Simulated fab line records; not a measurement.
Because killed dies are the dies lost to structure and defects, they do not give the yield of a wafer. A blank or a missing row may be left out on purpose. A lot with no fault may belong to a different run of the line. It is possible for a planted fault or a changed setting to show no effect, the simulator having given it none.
One fault seen from 2 desks | flow ritCmos | each desk holds nothing but its own numbers, with what lay behind them at the end

FOR THE TOOL OWNER'S DESK: lithoTrack-03
The tool's own readings at RIT_GATE_DEVELOP_15 (develop time 50 s): means of the sampled wafers that have a number, for each lot that ran on this tool. Marked OUT: a lot whose mean sits more than 4 standard deviations from the usual mean, which makes it out of limits; the brackets give that distance.
Columns: A = developerTempC at RIT_GATE_DEVELOP_15, usual 23.01 C; B = resistLineTempC at RIT_GATE_DEVELOP_15, usual 22.99 C
lot  | first seen here | A               | B
L218 | day 3 17:00     | 22.98           | 23.01
L219 | day 3 20:00     | 22.99           | 23.04
L220 | day 4 01:00     | 20.66 (-24) OUT | 22.85
L221 | day 4 08:00     | 20.75 (-23) OUT | 22.86
L223 | day 4 18:00     | 20.67 (-24) OUT | 22.91
L236 | day 7 12:00     | 23.05           | 23.06
This desk's finding: out of limits on L220, L221, L223; first on L220, day 4 01:00 (developerTempC at RIT_GATE_DEVELOP_15). Within limits: L218, L219, L236.

METROLOGY DESK
What the gauges read for every lot (on any tool): the sampled wafers with a number, averaged. Marked OUT: a lot whose mean sits more than 4 standard deviations from the usual mean, which makes it out of limits; the brackets give that distance.
Columns: A = cdNm at RIT_GATE_CD_MEAS_16, usual 149.1 nm
lot  | first seen here | A
L213 | day 2 11:57     | 151.6
L214 | day 2 19:18     | 146.2
L215 | day 2 22:25     | 151.3
L216 | day 3 03:29     | 150.8
L217 | day 3 09:47     | 151.1
L218 | day 3 17:43     | 147.3
L219 | day 3 20:21     | 149.6
L220 | day 4 01:38     | 133.2 (-6.6) OUT
L221 | day 4 09:04     | 138.5 (-4.4) OUT
L223 | day 4 18:18     | 138.3 (-4.5) OUT
L232 | day 6 13:50     | 149.8
L234 | day 7 00:41     | 147.0
L235 | day 7 07:11     | 146.1
L236 | day 7 12:32     | 152.0
This desk's finding: out of limits on L220, L221, L223; first on L220, day 4 01:38 (cdNm at RIT_GATE_CD_MEAS_16). Within limits: L213, L214, L215, L216, L217, L218, L219, L232, L234, L235, L236.

PUT TOGETHER
An alarm could have come from the tool owner's desk at day 4 01:00, on L220, L221, L223.
L220, L221, L223 would have let the metrology desk raise an alarm at day 4 01:38.
All the named lots went through RIT_GATE_DEVELOP_15 on lithoTrack-03.

WHAT THE SIMULATOR PUT IN
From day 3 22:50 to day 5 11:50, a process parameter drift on lithoTrack-03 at RIT_GATE_DEVELOP_15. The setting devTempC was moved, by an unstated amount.
Lots struck among those shown: L220, L221, L223.
Fault start to first reading out of limits, in hours, per desk: tool owner, 2; metrology, 3.
